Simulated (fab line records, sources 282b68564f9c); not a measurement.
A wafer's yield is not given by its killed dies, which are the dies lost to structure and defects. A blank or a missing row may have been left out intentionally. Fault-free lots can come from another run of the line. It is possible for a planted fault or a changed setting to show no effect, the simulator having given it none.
fab line records + flow rit_cmos
[record]
- lots = 7
- wafers = 21
- last_day = 7
route steps=202 shown PLDD@122 SPACER@125 NSD@131 M1@202
lots that met no fault: from a run of the same line without faults
start_h: hours from the record's opening day to when the first of the lot's shown wafers began + wait_h: hours from the lot's prior step to this one + " identical to the entry in the row above + L1.1+2: a row that stands for several wafers + - either no value or no given start + * or withheld: withheld + < > ~ a bound
route shown NAME@n: NAME is a module with steps in the file, n the number in the route of the first one + usual: mean/standard deviation of fault-free wafers + same: alike in all rows + chamber/n: place in a boat + sites: each site's reading + _std_site: the values' standard deviation + _edge_site: outer sites' mean less inner sites' + radius_mm: for every site, how far away it sits from the centre of the wafer + mask NAME#n: copy n + behind: the tool/chamber that last shaped the wafer + hold: cause of the lot's hold/its duration in hours/its outcome + device: the n, p or np transistor that did not switch + end of line: tests run on the same wafers once the route is complete + where a step has no rows: the recipe by itself + killed: not the wafer's yield, but the dies lost to structure and defects at the first sort + map: dies across one wafer; x = killed, . = not, _ = none there
set.NAME: the run value of the setting; set.NAME@STEP: its run value at that earlier step + model.NAME: the simulator's own value behind a step, which no gauge read
lots at some steps of the route; a table a step, a row a wafer
services: from which hour (start_h, from the record's first day; less than 0 if before it) a tool's chamber was out of use, for how many hours, and why
[[steps]]
[step RIT_PLDD_IMPLANT_08]
[recipe]
- species = BF2
- energy_kev = 20
- dose_cm2 = 9e+14
- tilt_deg = 7
[step RIT_PLDD_STRIP_09]
[recipe]
- chemistry = O2
- time_s = 180
- resist = NOVOLAK
- platen_temp_c = withheld
- power_w = 500
- pressure_mtorr = 4000
- o2_flow_sccm = 4000
[usual]
- drypump_motor_current_A = 5.5/0.52
| lot.wafer | tool            | chamber | start_h | wait_h | drypump_motor_current_A | rf_hours_counter_h |
|-----------|-----------------|---------|---------|--------|-------------------------|--------------------|
| L363.1    | plasma_asher-02 | 0       | 58.03   | 0.1    | 5.9                     | 40                 |
| L363.5    | "               | 0       | "       | "      | 5.9                     | -                  |
| L363.6    | "               | 1       | "       | "      | 4.9                     | -                  |
| L367.3    | plasma_asher-02 | 1       | 79.99   | 0.1    | 4.9                     | -                  |
| L367.4    | "               | 0       | "       | "      | 5.9                     | -                  |
| L367.6    | "               | 1       | "       | "      | 4.9                     | -                  |
| L369.1    | plasma_asher-04 | 0       | 89.15   | 0.1    | 4.8                     | 45                 |
| L369.3    | "               | 1       | "       | "      | 5.4                     | -                  |
| L369.4    | "               | 0       | "       | "      | 4.8                     | -                  |
| L371.3    | plasma_asher-03 | 1       | 100.23  | 0.1    | 6.2                     | -                  |
| L371.4    | "               | 0       | "       | "      | 5.9                     | -                  |
| L371.5    | "               | 0       | "       | "      | 5.9                     | -                  |
| L375.1    | plasma_asher-02 | 1       | 122.57  | 0.1    | 4.9                     | 47                 |
| L375.2    | "               | 0       | "       | "      | 5.9                     | 47                 |
| L375.4    | "               | 0       | "       | "      | 5.9                     | -                  |
| L382.2    | plasma_asher-03 | 0       | 158.60  | 0.1    | 5.9                     | 38                 |
| L382.4    | "               | 1       | "       | "      | 6.2                     | -                  |
| L382.5    | "               | 0       | "       | "      | 5.9                     | -                  |
| L383.2    | plasma_asher-02 | 0       | 165.47  | 0.1    | 5.9                     | 52                 |
| L383.3    | "               | 1       | "       | "      | 4.9                     | -                  |
| L383.5    | "               | 1       | "       | "      | 4.9                     | -                  |
[step RIT_PLDD_TW_MEAS_10]
[usual]
- PLDD_TW = 2366/27
| lot.wafer | tool          | chamber | start_h | wait_h | PLDD_TW |
|-----------|---------------|---------|---------|--------|---------|
| L363.1    | film_metro-01 | -       | 58.21   | 0.1    | 2362    |
| L363.5    | "             | -       | "       | "      | 2359    |
| L363.6    | "             | -       | "       | "      | 2355    |
| L367.3    | film_metro-02 | -       | 80.13   | 0.1    | 2351    |
| L367.4    | "             | -       | "       | "      | 2350    |
| L367.6    | "             | -       | "       | "      | 2342    |
| L369.1    | film_metro-02 | -       | 89.33   | 0.1    | 2339    |
| L369.3    | "             | -       | "       | "      | 2351    |
| L369.4    | "             | -       | "       | "      | 2341    |
| L371.3    | film_metro-01 | -       | 100.36  | 0.1    | 2361    |
| L371.4    | "             | -       | "       | "      | 2369    |
| L371.5    | "             | -       | "       | "      | 2367    |
| L375.1    | film_metro-04 | -       | 122.75  | 0.1    | 2416    |
| L375.2    | "             | -       | "       | "      | 2408    |
| L375.4    | "             | -       | "       | "      | 2410    |
| L382.2    | film_metro-04 | -       | 158.78  | 0.1    | 2416    |
| L382.4    | "             | -       | "       | "      | 2403    |
| L382.5    | "             | -       | "       | "      | 2400    |
| L383.2    | film_metro-01 | -       | 165.66  | 0.1    | 2376    |
| L383.3    | "             | -       | "       | "      | 2382    |
| L383.5    | "             | -       | "       | "      | 2381    |
[step RIT_SPACER_CLEAN_00]
[recipe]
- chemistry = SC1
- mix = 3:3:50
- time_s = 600
- temp_c = 75
[step RIT_SPACER_CLEAN_01]
[recipe]
- chemistry = dHF
- dilution = 50:1
- time_s = 30
[step RIT_SPACER_CLEAN_02]
[recipe]
- chemistry = SC2
- mix = 3:3:50
- time_s = 600
- temp_c = 75
- dry = n2_spin
[step RIT_SPACER_CVD_03]
[recipe]
- material = Si3N4
- target_thk_nm = 250
- temp_c = 810
- precursor = SiH2Cl2/NH3
- time_s = 3300
- pressure_mtorr = 300
- sih2cl2_flow_sccm = 60
- nh3_flow_sccm = 150
[step RIT_SPACER_THK_MEAS_04]
[recipe]
- reads = Si3N4_of_SPACER_CVD_03
[usual]
- SPACER_NITRIDE_THK = 250.9/2.1
| lot.wafer | tool          | chamber | start_h | wait_h | SPACER_NITRIDE_THK[nm] |
|-----------|---------------|---------|---------|--------|------------------------|
| L363.1    | film_metro-01 | -       | 60.58   | 0.0    | 253.0                  |
| L363.5    | "             | -       | "       | "      | 251.9                  |
| L363.6    | "             | -       | "       | "      | 251.5                  |
| L367.3    | film_metro-01 | -       | 83.38   | 0.0    | 248.1                  |
| L367.4    | "             | -       | "       | "      | 246.8                  |
| L367.6    | "             | -       | "       | "      | 249.4                  |
| L369.1    | film_metro-01 | -       | 91.67   | 0.0    | 252.7                  |
| L369.3    | "             | -       | "       | "      | 250.0                  |
| L369.4    | "             | -       | "       | "      | 249.4                  |
| L371.3    | film_metro-04 | -       | 102.74  | 0.0    | 250.3                  |
| L371.4    | "             | -       | "       | "      | 247.5                  |
| L371.5    | "             | -       | "       | "      | 248.7                  |
| L375.1    | film_metro-03 | -       | 125.11  | 0.0    | 250.1                  |
| L375.2    | "             | -       | "       | "      | 248.1                  |
| L375.4    | "             | -       | "       | "      | 246.4                  |
| L382.2    | film_metro-01 | -       | 161.20  | 0.0    | 251.0                  |
| L382.4    | "             | -       | "       | "      | 251.3                  |
| L382.5    | "             | -       | "       | "      | 251.8                  |
| L383.2    | film_metro-03 | -       | 168.11  | 0.0    | 253.9                  |
| L383.3    | "             | -       | "       | "      | 252.7                  |
| L383.5    | "             | -       | "       | "      | 252.7                  |
[step RIT_SPACER_ETCHBACK_05]
[recipe]
- target_depth_a = 2500
- SF6_flow_sccm = 30
- CHF3_flow_sccm = 30
- target = Si3N4
- chemistry = SF6/CHF3
- pressure_mtorr = 40
- rf_w = 250
- time_s = 240
- stop_on = SiO2
[usual]
- drypump_motor_current_A = 5.6/0.57
- oes_product_au = 0.847/0.016
- throttle_valve_pct = 10.27/0.16
| lot.wafer | tool        | chamber | start_h | wait_h | drypump_motor_current_A | oes_product_au | rf_hours_counter_h | throttle_valve_pct |
|-----------|-------------|---------|---------|--------|-------------------------|----------------|--------------------|--------------------|
| L363.1    | rie_diel-04 | 2       | 60.64   | 0.1    | 5.2                     | 0.836          | 33                 | 10.19              |
| L363.5    | "           | 0       | "       | "      | 5.7                     | 0.859          | -                  | 10.53              |
| L363.6    | "           | 1       | "       | "      | 6.4                     | 0.823          | -                  | 10.38              |
| L367.3    | rie_diel-01 | 3       | 83.42   | 0.0    | 5.5                     | 0.856          | 4                  | 10.21              |
| L367.4    | "           | 2       | "       | "      | 5.5                     | 0.829          | 102                | 10.30              |
| L367.6    | "           | 0       | "       | "      | 6.1                     | 0.842          | -                  | 10.40              |
| L369.1    | rie_diel-02 | 2       | 91.73   | 0.1    | 5.1                     | 0.827          | 66                 | 10.36              |
| L369.3    | "           | 0       | "       | "      | 5.0                     | 0.848          | 6                  | 10.06              |
| L369.4    | "           | 1       | "       | "      | 5.9                     | 0.868          | 114                | 10.15              |
| L371.3    | rie_diel-01 | 2       | 102.78  | 0.0    | 5.4                     | 0.842          | 102                | 10.30              |
| L371.4    | "           | 1       | "       | "      | 6.4                     | 0.851          | 50                 | 9.97               |
| L371.5    | "           | 1       | "       | "      | 6.3                     | 0.852          | -                  | 9.95               |
| L375.1    | rie_diel-04 | 1       | 125.17  | 0.1    | 6.4                     | 0.824          | 150                | 10.39              |
| L375.2    | "           | 3       | "       | "      | 4.7                     | 0.862          | 46                 | 10.45              |
| L375.4    | "           | 2       | "       | "      | 5.2                     | 0.817          | 35                 | 10.19              |
| L382.2    | rie_diel-01 | 1       | 161.25  | 0.0    | 6.3                     | 0.857          | 51                 | 9.95               |
| L382.4    | "           | 3       | "       | "      | 5.4                     | 0.859          | 6                  | 10.23              |
| L382.5    | "           | 0       | "       | "      | 6.0                     | 0.847          | -                  | 10.40              |
| L383.2    | rie_diel-01 | 3       | 168.16  | 0.0    | 5.5                     | 0.865          | 6                  | 10.24              |
| L383.3    | "           | 2       | "       | "      | 5.5                     | 0.856          | 104                | 10.29              |
| L383.5    | "           | 2       | "       | "      | 5.5                     | 0.841          | -                  | 10.31              |
[step RIT_NSD_HMDS_00]
[recipe]
- prime_time_s = 60
- prime_temp_c = 140
[step RIT_NSD_COAT_01]
[recipe]
- resist = NOVOLAK
- spin_rpm = 3250
- resist_thk_nm = 1000
[step RIT_NSD_SOFTBAKE_02]
[recipe]
- resist = NOVOLAK
- temp_c = 90
- time_s = 60
[step RIT_NSD_EXPOSE_03]
[recipe]
- mask_id = M9
- na = 0.57
- target_cd_nm = 40700
- dose_mj = 250
| lot.wafer  | tool             | chamber | start_h | wait_h | mask | model.NSD.overlay_x_nm |
|------------|------------------|---------|---------|--------|------|------------------------|
| L363.1+5+6 | iline_stepper-02 | 0       | 61.44   | 0.2    | M9#0 | -0.3097                |
| L367.3+4+6 | iline_stepper-01 | 0       | 84.18   | 0.2    | M9#0 | 0.6561                 |
| L369.1+3+4 | iline_stepper-01 | 0       | 92.33   | 0.1    | M9#0 | 2.934                  |
| L371.3+4+5 | iline_stepper-01 | 0       | 103.54  | 0.2    | M9#0 | 1.964                  |
| L375.1+2+4 | iline_stepper-01 | 0       | 125.89  | 0.2    | M9#0 | 3.786                  |
| L382.2+4+5 | iline_stepper-02 | 0       | 161.87  | 0.1    | M9#0 | 0.1694                 |
| L383.2+3+5 | iline_stepper-02 | 0       | 168.78  | 0.1    | M9#0 | -0.09451               |
[step RIT_NSD_PEB_04]
[recipe]
- resist = NOVOLAK
- temp_c = withheld
- time_s = withheld
[step RIT_M1_PROBE_99]
[usual]
- killed_at_contacts = 0.1/0.31
- killed_at_front_end = 7/3.2
- killed_dies = 7/3.2
- killed_open = 3.6/1.9
- killed_short = 3.6/2
[same]
- gross_dies = 264
- killed_at_M0_to_M3 = 0
- killed_at_M4_up = 0
- killed_at_back_side = 0
- killed_at_other = 0
| lot.wafer | tool      | chamber | start_h | wait_h | killed_at_contacts | killed_at_front_end | killed_dies | killed_open | killed_short |
|-----------|-----------|---------|---------|--------|--------------------|---------------------|-------------|-------------|--------------|
| L363.1    | prober-01 | -       | 71.53   | 0.1    | 0                  | 6                   | 6           | 1           | 5            |
| L363.5    | prober-01 | -       | 71.73   | 0.2    | 0                  | 9                   | 9           | 5           | 4            |
| L363.6    | prober-01 | -       | 71.78   | 0.2    | 0                  | 11                  | 11          | 4           | 7            |
| L367.3    | prober-01 | -       | 94.89   | 0.2    | 0                  | 5                   | 5           | 3           | 2            |
| L367.4    | prober-01 | -       | 94.94   | 0.2    | 0                  | 5                   | 5           | 0           | 5            |
| L367.6    | prober-01 | -       | 95.04   | 0.2    | 0                  | 6                   | 6           | 5           | 1            |
| L369.1    | prober-02 | -       | 102.77  | 0.1    | 0                  | 4                   | 4           | 1           | 3            |
| L369.3    | prober-02 | -       | 102.87  | 0.2    | 0                  | 3                   | 3           | 3           | 0            |
| L369.4    | prober-02 | -       | 102.92  | 0.2    | 0                  | 12                  | 12          | 7           | 5            |
| L371.3    | prober-02 | -       | 113.78  | 0.2    | 0                  | 7                   | 7           | 5           | 2            |
| L371.4    | prober-02 | -       | 113.83  | 0.2    | 1                  | 6                   | 7           | 2           | 5            |
| L371.5    | prober-02 | -       | 113.88  | 0.2    | 0                  | 6                   | 6           | 2           | 4            |
// killed by level:class
L363.1 GATE:geometric_particle:short=3 FOX2:geometric_particle:open=1 FOX2:geometric_particle:short=1 SPACER:geometric_particle:short=1
L363.5 SPACER:geometric_particle:open=2 SILICIDE:geometric_particle:open=2 FOX1:geometric_particle:open=1 FOX1:geometric_particle:short=1 FOX2:geometric_particle:short=1 GATE:geometric_particle:short=1 SILICIDE:geometric_particle:short=1
L363.6 GATE:geometric_particle:short=4 SILICIDE:geometric_particle:open=3 REOX:geometric_particle:short=2 FOX1:geometric_particle:open=1 SILICIDE:geometric_particle:short=1
L367.3 GATE:geometric_particle:open=2 FOX1:geometric_particle:short=1 FOX2:geometric_particle:short=1 SPACER:geometric_particle:open=1
L367.4 SILICIDE:geometric_particle:short=3 FOX1:geometric_particle:short=1 GATE:geometric_particle:short=1
L367.6 SILICIDE:geometric_particle:open=4 FOX1:geometric_particle:short=1 FOX1:geometric_particle:open=1
L369.1 REOX:geometric_particle:short=1 REOX:geometric_particle:open=1 SPACER:geometric_particle:short=1 SILICIDE:geometric_particle:short=1
L369.3 REOX:geometric_particle:open=2 SPACER:geometric_particle:open=1
L369.4 FOX1:geometric_particle:open=3 FOX1:geometric_particle:short=3 GATE:geometric_particle:open=2 GATE:geometric_particle:short=1 SPACER:geometric_particle:open=1 SILICIDE:geometric_particle:open=1 SILICIDE:geometric_particle:short=1
L371.3 GATE:geometric_particle:short=2 REOX:geometric_particle:open=2 FOX1:geometric_particle:open=1 GATE:geometric_particle:open=1 SPACER:geometric_particle:open=1
L371.4 SPACER:geometric_particle:short=3 GATE:geometric_particle:short=1 GATE:geometric_particle:open=1 REOX:geometric_particle:short=1 CONTACT:geometric_particle:open=1
L371.5 GATE:geometric_particle:short=3 FOX1:geometric_particle:open=1 SPACER:geometric_particle:open=1 SILICIDE:geometric_particle:short=1
[[services]]
| tool             | chamber | start_h | hours | kind           |
|------------------|---------|---------|-------|----------------|
| iline_stepper-02 | -       | 49.76   | 1.7   | pm             |
| rie_diel-04      | 3       | 81.63   | 2.6   | repair         |
| plasma_asher-04  | -       | 93.70   | 0.7   | repair         |
| plasma_asher-04  | -       | 108.75  | 9.0   | pm             |
| plasma_asher-04  | 0       | 108.75  | 9.0   | vent_cycle     |
| plasma_asher-04  | 1       | 108.75  | 9.0   | vent_cycle     |
| plasma_asher-04  | -       | 117.75  | 2.8   | pm             |
| plasma_asher-04  | 0       | 117.75  | -     | clean          |
| plasma_asher-04  | 1       | 117.75  | -     | clean          |
| rie_diel-02      | 1       | 120.62  | 6.7   | repair         |
| rie_diel-01      | -       | 123.80  | 1.0   | repair         |
| iline_stepper-01 | 0       | 138.01  | -     | calibration    |
| rie_diel-01      | -       | 148.09  | 2.8   | pm             |
| rie_diel-04      | 1       | 150.03  | -     | clean          |
| rie_diel-04      | 1       | 150.03  | 16.1  | scheduled_down |
| rie_diel-04      | 1       | 150.03  | 16.1  | vent_cycle     |
| rie_diel-02      | 3       | 155.24  | 2.3   | repair         |
[[key]]
first_sign none at tools or gauges
[model_effect]
- step = RIT_NSD_EXPOSE_03
- value = NSD.overlay_x_nm
- without = 0.3676
- struck = 2.895
met_at RIT_NSD_EXPOSE_03
struck_wafers L369.1,L369.3,L369.4,L371.3,L371.4,L371.5,L375.1,L375.2,L375.4
tester_left_out L369,L371,L375
onset_between 84.18 92.33
[fault]
- kind = scanner_matching_overlay
- tool = iline_stepper-01
- chamber = -
- onset_h = 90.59
- steps = RIT_NSD_EXPOSE_03
- offset = 2.5269
// tester_left_out: of these lots the tester's yield and bins aren't shown, on N5 and GAA mostly nor the transistor test; their killed dies are dies lost to structure and defects alone, not to doping, threshold or leakage, so they don't give the yield
